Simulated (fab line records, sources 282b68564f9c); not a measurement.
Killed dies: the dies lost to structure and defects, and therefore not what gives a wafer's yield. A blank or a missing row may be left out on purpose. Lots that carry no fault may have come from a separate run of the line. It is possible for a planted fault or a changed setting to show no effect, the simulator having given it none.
Comparing a struck lot with a sound one	flow rit cmos	18 out of 202 route steps
Sound: wafers L701.3, L701.4, L701.6. Struck: wafers L713.4, L713.6. (L713.5 of the same lot was not struck and is left out.) The cause comes at the end.
Order at every step that has rows: each side's tool, ch and its chambers, its first start. Under that, the readings that differ: sound wafers	struck wafers	difference of the means	sigmas: that difference in standard deviations of wafers without a fault.
alike: readings whose means differ by less than 2 such deviations, and words and numbers that are the same on both sides. not compared: withheld readings, readings that some wafer has no value for, bounds like >300 that may hide the same value, and numbers for which the record gives no deviation and whose values overlap.
The two part at a step that has a row with sigmas, a row that says differs or no value, or rows on one side only. When numbers do not overlap yet have no deviation, they are printed without sigmas and do not part them. Lack of a reading on every wafer of one side parts them only where that side has two or more wafers.

RIT_M1_SPUTTER_00: material Al, target thk 400 nm, time 500 s.
  sound on pvd sputter-04, day 4 06:30; struck on pvd sputter-02, day 6 21:06
  alike: throttle valve pct
RIT_M1_RS_MEAS_01: uses a four-point probe to measure.
  sound on film metro-02, day 4 06:50; struck on film metro-01, day 6 21:27
  alike: M1_AL_RS
RIT_M1_THK_MEAS_02: measures by xrf.
  sound on film metro-02, day 4 06:56; struck on film metro-01, day 6 21:32
  alike: M1_AL_THK
then, 6 steps without rows for these wafers: RIT_M1_HMDS_03 (prime time 60 s); RIT_M1_COAT_04 (resist thk 1300 nm); RIT_M1_SOFTBAKE_05 (time 60 s); RIT_M1_EXPOSE_06 (exposes mask M12, target cd 2600 nm); RIT_M1_PEB_07; RIT_M1_DEVELOP_08 (develop time 68 s).
RIT_M1_CD_MEAS_09: target cd 2600 nm.
  sound on cd sem-02, day 4 07:59; struck on cd sem-02, day 6 22:50
  alike: cd nm
RIT_M1_OVL_MEAS_10:
  sound on overlay-01, day 4 08:05; struck on overlay-01, day 6 22:55
  alike: M1_OVL
then, 1 step without rows for these wafers: RIT_M1_HARDBAKE_11 (time 120 s).
RIT_M1_METAL_ETCH_12: etches Al in Cl2/BCl3, stops on SiO2, time 165 s, target depth 600 nm.
  sound on rie metal-01 ch 0,1, day 4 08:24; struck on rie metal-01 ch 1, day 6 23:14
reading	sound	struck	difference	sigmas
oes product au (a.u.)	0.794 0.765 0.800	0.688 0.688	-0.098	-6
model.NOVOLAK_of_M1_COAT_04.thk nm (nm)	814.9 812.4 821.4	975.7 973.8	+158.5	
model.M1.feature depth nm (nm)	428.8 433.4 433.1	299.2 301.2	-131.6	
model.etch.depth nm (nm)	397 401.3 401.5	299.2 301.2	-99.7	
  alike: drypump motor current A, throttle valve pct
  not compared: rf hours counter h
then, 1 step without rows for these wafers: RIT_M1_STRIP_13 (strips in nmp, time 600 s).
RIT_M1_STRIP_14: strips in O2, time 180 s.
  sound on plasma asher-03 ch 0,1, day 4 08:45; struck on plasma asher-03 ch 0,1, day 6 23:35
  alike: drypump motor current A
  not compared: rf hours counter h
RIT_M1_CD_MEAS_90: target cd 2600 nm.
  sound on cd sem-02, day 4 08:54; struck on cd sem-01, day 6 23:45
reading	sound	struck	difference	sigmas
cd nm (nm)	2603 2602 2601	2612 2611	+10	+3
then, 1 step without rows for these wafers: RIT_M1_ANNEAL_15 (time 1767 s).
RIT_M1_PROBE_99:
  sound on prober-01, day 4 10:59; struck on prober-01, day 7 02:22
reading	sound	struck	difference	sigmas
defect limited yield (%)	98.5 98.9 97.3	0 0	-98	-82
killed_at_M0_to_M3	0 0 0	259 256	+258	+99 or more
killed dies	4 3 7	264 264	+259	+84
killed on rim	3 0 0	70 70	+69	+53
sort_bin_5_function (%)	0.4 0.4 1.5	99.2 98.1	+97.9	+99 or more
sort n pass	260 261 257	0 0	-259	-84
sort yield pct (%)	98.5 98.9 97.3	0 0	-98	-82
model.etest.tester.sort n pass	260 261 257	0 0	-259	
model.etest.tester.sort_bin_5_pct (%)	0.3788 0.3788 1.515	99.24 98.11	+97.92	
model.etest.tester.sort yield pct (%)	98.48 98.86 97.35	0 0	-98	
model.etest.iso nwell nwell.short	0 0 0	1 1	+1	
model.etest.nplus sal.short	0 0 0	1 1	+1	
model.etest.contact ppoly.short	0 0 0	1 1	+1	
model.etest.diode pplus nwell.short	0 0 0	1 1	+1	
model.etest.diode nplus pwell.over limit	0 0 0	1 1	+1	
  alike: killed at contacts, killed at front end, killed open, killed short, sort_bin_3_pad_short, sort_bin_6_memory

== WHERE THEY PART ==
At RIT_M1_METAL_ETCH_12 first; at RIT_M1_PROBE_99 last (within this record only).

WHY: what had been put in by the simulator
rie metal-01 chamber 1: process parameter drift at RIT_M1_METAL_ETCH_12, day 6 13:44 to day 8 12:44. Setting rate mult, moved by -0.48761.
